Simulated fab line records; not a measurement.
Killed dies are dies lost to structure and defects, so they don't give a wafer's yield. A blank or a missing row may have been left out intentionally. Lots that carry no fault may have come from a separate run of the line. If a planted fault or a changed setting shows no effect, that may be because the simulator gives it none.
A struck lot beside a sound one	flow ritCmos	15 steps out of a route of 202
Sound: the wafers L416.1, L416.4, L416.6. Struck: wafer L428.4. (L428.2, L428.6 of the same lot were not struck and are left out.) The cause comes at the end.
Each step with rows lists, per side, the tool, then ch with its chambers, then its first start. Under that, the readings that differ: sound wafers	struck wafers	difference of the means	sigmas: that difference in standard deviations of wafers without a fault.
alike: words and numbers the same on both sides, and readings whose means are apart by under 2 such deviations; not compared: readings that were withheld, readings missing a value for some wafer, numbers with overlapping values and no deviation given by the record, and bounds like >300 which may hide the same value.
A row with sigmas, a row that says differs or no value, or rows on one side alone: a step with any of these is where the two part. Numbers that don't overlap but have no deviation are shown without sigmas and don't part them. Lack of a reading on every wafer of one side parts them only where that side has two or more wafers.

RIT_SILICIDE_RTA_06: time 10 s, ramp up 5 s, ramp down 10 s.
  sound on rtpAnneal-01 ch 0, day 4 04:11; struck on rtpAnneal-02 ch 0, day 6 20:16
  alike: annealTempCMax, wafer_temp_C_max
RIT_CONTACT_CVD_00: deposits SiO2 from TEOS, target thk 400 nm, time 61 s.
  sound on pecvd-01 ch 0,1,2, day 4 04:16; struck on pecvd-01 ch 1, day 6 20:19
  alike: heaterPowerW
RIT_CONTACT_THK_MEAS_01:
  sound on filmMetro-01, day 4 04:19; struck on filmMetro-04, day 6 20:22
  alike: CONTACT_TEOS_THK
then, 6 steps without rows for these wafers: RIT_CONTACT_HMDS_02 (prime time 60 s); RIT_CONTACT_COAT_03 (resist thk 1000 nm); RIT_CONTACT_SOFTBAKE_04 (time 60 s); RIT_CONTACT_EXPOSE_05 (exposes mask M11, target cd 1000 nm); RIT_CONTACT_PEB_06; RIT_CONTACT_DEVELOP_07 (develop time 120 s).
RIT_CONTACT_CD_MEAS_08: the cd target is 1000 nm.
  sound on cdSem-01, day 4 05:28; struck on cdSem-02, day 6 21:44
  alike: cdNm
RIT_CONTACT_OVL_MEAS_09:
  sound on overlay-02, day 4 05:35; struck on overlay-02, day 6 21:50
  alike: CONTACT_OVL
then, 1 step without rows for these wafers: RIT_CONTACT_HARDBAKE_10 (time 60 s).
RIT_CONTACT_ETCH_11: etches SiO2 in CHF3/CF4/Ar, stops on TiSi2, target depth 480 nm, time 320 s.
  sound on rieDiel-01 ch 1,2,3, day 4 05:46; struck on rieDiel-01 ch 0, day 6 22:16
reading	sound	struck	difference	sigmas
model.NOVOLAK_of_CONTACT_COAT_03.thkNm (nm)	768.6 763.7 762.8	759.7	-5.3	
  alike: drypumpMotorCurrentA, oesProductAu, throttleValvePct
  not compared: rfHoursCounterH
RIT_CONTACT_STRIP_12: strips in O2, time 180 s.
  sound on plasmaAsher-03 ch 1, day 4 05:58; struck on plasmaAsher-03 ch 1, day 6 22:28
  alike: drypumpMotorCurrentA, rfReflPowerW
  not compared: rfHoursCounterH
RIT_M1_PROBE_99:
  sound on prober-02, day 4 11:40; struck on prober-02, day 7 06:12
reading	sound	struck	difference	sigmas
killedShort	6 3 7	1	-4	-2
model.etest.nmos_0p15.junctionLog10AUm	-13.52 -13.41 -13.66	-13.22	+0.31	
model.etest.antennaContact.vtShiftV (V)	-0.009124 -0.008609 -0.0137	-0.01667	-0.00619	
  alike: killedAtContacts, killedAtFrontEnd, killedDies, killedOpen

WHERE THEY PART
Only at RIT_M1_PROBE_99, as far as this record shows.

WHY: the cause the simulator had injected
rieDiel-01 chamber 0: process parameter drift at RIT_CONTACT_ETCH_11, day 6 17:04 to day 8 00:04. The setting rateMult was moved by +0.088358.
